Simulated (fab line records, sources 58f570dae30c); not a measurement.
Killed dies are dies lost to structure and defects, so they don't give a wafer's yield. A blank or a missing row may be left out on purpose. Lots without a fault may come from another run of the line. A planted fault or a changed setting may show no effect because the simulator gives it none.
One fault seen from 2 desks | flow berkeley_cmos170 | each desk has only its own numbers; what lay behind them comes last

THE TOOL OWNER'S DESK: pvd_sputter-01
The tool's own readings at UCB170_SILICIDE_SPUTTER_01 (material Ti, target thk 30 nm, time 25 s): means of the sampled wafers that have a number, for each lot that ran on this tool. A lot is out of limits, marked OUT, if its mean lies more than 4 standard deviations from the usual mean; the brackets give that distance.
Columns: A = throttle_valve_pct at UCB170_SILICIDE_SPUTTER_01, usual 30.2 %
lot  | first seen here | A
L209 | day 7 08:20     | 30.2
L207 | day 7 09:54     | 30.5
L212 | day 8 08:13     | 30.5
L213 | day 8 09:11     | 30.1
L224 | day 10 21:28    | 30.5
This desk's finding: nothing out of limits on any of the 5 lots.

THE METROLOGY DESK
What the gauges read, lot by lot, whatever tool the lot ran on: means of the sampled wafers that have a number. A lot is out of limits, marked OUT, if its mean lies more than 4 standard deviations from the usual mean; the brackets give that distance.
Columns: A = NWELL_OXIDE_THK at UCB170_NWELL_THK_MEAS_02, usual 26.6 nm; B = SILICIDE_TI_RS at UCB170_SILICIDE_RS_MEAS_02, usual 26.3 ohm/sq; C = SILICIDE_TI_THK at UCB170_SILICIDE_THK_MEAS_03, usual 29.6 nm
lot  | first seen here | A    | B              | C
L203 | day 2 00:02     | 26.5 | 25.6           | 30.2
L204 | day 2 05:33     | 27.3 | 26.0           | 30.0
L206 | day 2 16:04     | 26.8 | 26.5           | 29.4
L207 | day 2 23:01     | 26.0 | 26.6           | 29.3
L209 | day 3 05:32     | 26.7 | 25.7           | 30.2
L211 | day 3 16:57     | 26.8 | 26.0           | 29.8
L212 | day 4 00:13     | 26.3 | 20.9 (-16) OUT | 36.2 (+19) OUT
L213 | day 4 00:14     | 26.4 | 21.1 (-15) OUT | 35.7 (+17) OUT
L218 | day 4 22:46     | 26.4 | 26.5           | 29.4
L221 | day 5 15:47     | 25.8 | 26.4           | 29.5
L223 | day 6 04:19     | 26.6 | 26.7           | 29.2
L224 | day 6 05:40     | 26.9 | 26.6           | 29.4
L225 | day 6 10:37     | 26.5 | 26.2           | 29.7
L226 | day 6 16:16     | 27.4 | 26.6           | 29.3
This desk's finding: out of limits on L212, L213; first on L212, day 8 08:15 (SILICIDE_TI_RS at UCB170_SILICIDE_RS_MEAS_02). In limits: L203, L204, L206, L207, L209, L211, L218, L221, L223, L224, L225, L226.

PUT TOGETHER
The metrology desk could have raised an alarm at day 8 08:15, on L212, L213.
The tool owner's desk saw nothing out of limits.
The tool owner's desk has L212, L213 on record, within its limits.
Of the lots named, all ran UCB170_SILICIDE_SPUTTER_01 on pvd_sputter-01.

WHAT THE SIMULATOR HAD PUT IN
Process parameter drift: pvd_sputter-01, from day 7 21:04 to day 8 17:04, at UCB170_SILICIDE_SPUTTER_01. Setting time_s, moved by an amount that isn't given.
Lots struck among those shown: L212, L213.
Hours from the fault's start to each desk's first reading out of limits: the metrology desk, 11.
